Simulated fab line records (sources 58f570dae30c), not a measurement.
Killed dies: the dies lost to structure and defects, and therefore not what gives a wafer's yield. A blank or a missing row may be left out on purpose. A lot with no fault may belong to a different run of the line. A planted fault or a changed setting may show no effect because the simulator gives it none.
What tool caused it? || flow berkeley_cmos170 || 7 lots with 21 wafers sampled at 3 steps, on a route of 331 steps

== WHAT THE GAUGES SHOWED, per wafer ==
UCB170_PVT_TW_MEAS_09.
{"lot": "L622", "measured": "day 6 00:02", "on": "film_metro-04", "PVT_TW": "507 510 510"}
{"lot": "L625", "measured": "day 6 19:30", "on": "film_metro-01", "PVT_TW": "508 504 506"}
{"lot": "L627", "measured": "day 6 23:01", "on": "film_metro-02", "PVT_TW": "511 511 514"}
{"lot": "L631", "measured": "day 8 01:18", "on": "film_metro-04", "PVT_TW": "507 504 507"}
{"lot": "L635", "measured": "day 8 07:38", "on": "film_metro-01", "PVT_TW": "540 541 541"}
{"lot": "L639", "measured": "day 9 07:49", "on": "film_metro-04", "PVT_TW": "508 508 507"}
{"lot": "L642", "measured": "day 9 20:58", "on": "film_metro-04", "PVT_TW": "508 508 510"}

== TOOL THAT RAN EACH LOT (tool first, then ch and the chambers of the sampled wafers, then the start) ==
{"lot": "L622", "UCB170_ZERO_ETCH_06": "rie_diel-02 ch 0,1,3, day 1 22:22", "UCB170_PVT_IMPLANT_07": "implanter-03 ch 0, day 5 23:47"}
{"lot": "L625", "UCB170_ZERO_ETCH_06": "rie_diel-04 ch 0,1,3, day 2 17:13", "UCB170_PVT_IMPLANT_07": "implanter-04 ch 0, day 6 19:15"}
{"lot": "L627", "UCB170_ZERO_ETCH_06": "rie_diel-03 ch 2,3, day 3 03:41", "UCB170_PVT_IMPLANT_07": "implanter-04 ch 0, day 6 22:48"}
{"lot": "L631", "UCB170_ZERO_ETCH_06": "rie_diel-03 ch 0,2,3, day 4 00:57", "UCB170_PVT_IMPLANT_07": "implanter-02 ch 0, day 8 01:03"}
{"lot": "L635", "UCB170_ZERO_ETCH_06": "rie_diel-03 ch 0,1,2, day 4 20:30", "UCB170_PVT_IMPLANT_07": "implanter-03 ch 0, day 8 07:23"}
{"lot": "L639", "UCB170_ZERO_ETCH_06": "rie_diel-03 ch 1,2,3, day 5 12:34", "UCB170_PVT_IMPLANT_07": "implanter-04 ch 0, day 9 07:34"}
{"lot": "L642", "UCB170_ZERO_ETCH_06": "rie_diel-02 ch 0,1,3, day 6 07:11", "UCB170_PVT_IMPLANT_07": "implanter-02 ch 0, day 9 20:43"}
- UCB170_ZERO_ETCH_06: etches SiO2 in CHF3/CF4/Ar, time 12 s.
- UCB170_PVT_IMPLANT_07

== THE ANSWER, worked out from the rows above alone ==
Rule: what is usual is taken from the lots themselves. Put in order of their means at a reading, lots are off if they are a third of the lots or fewer, leave a main group of 4 or more, and stand apart from it by a gap of 3 or more times the standard deviation of the main group's means; of several such gaps the widest counts. A main group is skipped when, at the precision printed for the reading in the tables above, its means are all equal. A lot without any number at a reading at which 4 lots or more have one is off too. The other lots that the step has rows for count as sound.
Off: L635, seen at UCB170_PVT_TW_MEAS_09 (PVT_TW). For the main group the mean is 508 and the standard deviation 2.1.
If a tool, at a process step before that reading, ran all the lots that are off and no sound lot after the first of them, it fits. Those tools and the gauges at UCB170_PVT_TW_MEAS_09 are tried in the same way. 2 tools fit, implanter-03 at UCB170_PVT_IMPLANT_07 and film_metro-01 at UCB170_PVT_TW_MEAS_09, so this cannot tell which one it is.

== WHAT THE SIMULATOR HAD PUT IN ==
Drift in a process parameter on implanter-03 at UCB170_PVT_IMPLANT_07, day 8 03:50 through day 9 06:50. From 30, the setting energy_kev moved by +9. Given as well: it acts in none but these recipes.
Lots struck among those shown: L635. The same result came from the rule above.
